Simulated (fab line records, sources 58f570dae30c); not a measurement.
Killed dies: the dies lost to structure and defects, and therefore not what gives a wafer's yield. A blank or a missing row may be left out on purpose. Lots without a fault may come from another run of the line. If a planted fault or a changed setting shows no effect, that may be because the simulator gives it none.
Which tool was responsible?    flow berkeley_cmos170    route of 331 steps, sampled at 1 step: 6 lots, 18 wafers

WHAT THE GAUGES SHOWED, per wafer
UCB170_NLDD_OVL_MEAS_07.
lot   measured      on          NLDD_OVL (nm)
L113  day 7 23:36   overlay-02  7 9 8
L114  day 7 23:53   overlay-01  -3 4 4
L117  day 9 03:51   overlay-02  13 9 5
L121  day 9 21:49   overlay-01  -1 0 -10
L127  day 11 15:16  overlay-02  7 -2 6
L130  day 12 08:24  overlay-02  10 6 11

WHICH TOOL RAN EACH LOT (tool, then ch and the chambers of the sampled wafers, then the start)
No process step before these readings appears in the record.

THE ANSWER, worked out from the rows above alone
Rule: what is usual is taken from the lots themselves. The widest of any qualifying gaps counts: lots, ordered by their means at a reading, are off when they make up no more than a third of the lots, leave a main group of 4 or more, and stand apart from it by 3 or more times the standard deviation of that group's means. If all means in a main group match to the digits the tables above print for the reading, that group is not used. Also off: a lot with no number at a reading for which 4 or more lots have one. The other lots that the step has rows for count as sound.
No lot is off on any of the readings shown, so nothing can be concluded from this.

WHAT WAS PUT IN BY THE SIMULATOR
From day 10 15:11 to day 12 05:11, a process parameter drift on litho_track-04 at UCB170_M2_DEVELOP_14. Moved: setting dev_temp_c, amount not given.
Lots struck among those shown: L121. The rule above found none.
